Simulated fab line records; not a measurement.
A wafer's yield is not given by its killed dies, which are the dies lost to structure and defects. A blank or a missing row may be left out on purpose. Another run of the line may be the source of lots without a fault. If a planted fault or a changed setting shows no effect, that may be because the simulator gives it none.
One fault through the eyes of 2 desks    flow berkeley cmos170    numbers are kept per desk, each desk with only its own; the story behind them comes last

== FOR THE TOOL OWNER'S DESK: rie diel-04 ==
The tool's own readings at UCB170_ZERO_ETCH_06 (etches SiO2 in CHF3/CF4/Ar, time 12 s): means of the sampled wafers that have a number, for each lot that ran on this tool. If a lot's mean is further than 4 standard deviations from the usual mean, the lot is out of limits and carries the mark OUT (the distance appears in the brackets).
Columns: A = drypump motor current A at UCB170_ZERO_ETCH_06, usual 5.7 A; B = oes product au at UCB170_ZERO_ETCH_06, usual 0.620 a.u.; C = throttle valve pct at UCB170_ZERO_ETCH_06, usual 9.24 %
lot   first seen here  A    B                C
L723  day 2 03:17      5.4  0.622            9.22
L724  day 2 10:12      5.4  0.621            9.22
L725  day 2 14:08      5.4  0.620            9.22
L734  day 4 08:17      5.4  1.019 (+48) OUT  9.24
L735  day 4 16:50      5.6  1.019 (+48) OUT  9.17
This desk finds L734, L735 out of limits, L734 being first, at day 4 08:17 (oes product au at UCB170_ZERO_ETCH_06). L723, L724, L725: within limits.

== AT THE METROLOGY DESK ==
Means of the sampled wafers that have a number, per lot and without regard to the tool the lot ran on: this is what the gauges read. If a lot's mean is further than 4 standard deviations from the usual mean, the lot is out of limits and carries the mark OUT (the distance appears in the brackets).
Columns: A = PWELL_NITRIDE_THK at UCB170_PWELL_THK_MEAS_06, usual 220.6 nm; B = SPACER_TEOS_THK at UCB170_SPACER_THK_MEAS_01, usual 377 nm
lot   first seen here  A      B
L722  day 3 03:21      223.3  381
L723  day 3 05:26      217.6  377
L724  day 3 09:39      218.5  380
L725  day 3 17:48      219.2  382
L728  day 4 16:03      221.8  379
L729  day 4 16:04      218.2  381
L731  day 4 20:19      220.8  378
L733  day 5 04:19      221.7  384
L734  day 5 12:24      219.0  372
L736  day 5 20:03      220.0  379
L741  day 6 23:23      223.4  375
L743  day 7 16:18      222.2  374
L744  day 7 22:20      218.2  378
This desk's finding: nothing out of limits on any of the 13 lots.

== PUT TOGETHER ==
The tool owner's desk had the chance to raise an alarm at day 4 08:17 on L734, L735.
The metrology desk saw nothing out of limits.
The metrology desk holds a record of L734, inside its limits.
The metrology desk has no number on record for L735.
Of the lots named, all ran UCB170_ZERO_ETCH_06 on rie diel-04.

== WHAT HAD BEEN PUT IN BY THE SIMULATOR ==
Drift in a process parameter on rie diel-04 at UCB170_ZERO_ETCH_06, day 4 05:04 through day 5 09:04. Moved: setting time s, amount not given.
Struck lots among those shown: L734, L735.
Each desk's first reading out of limits, in hours after the fault started: the tool owner's desk, 3.
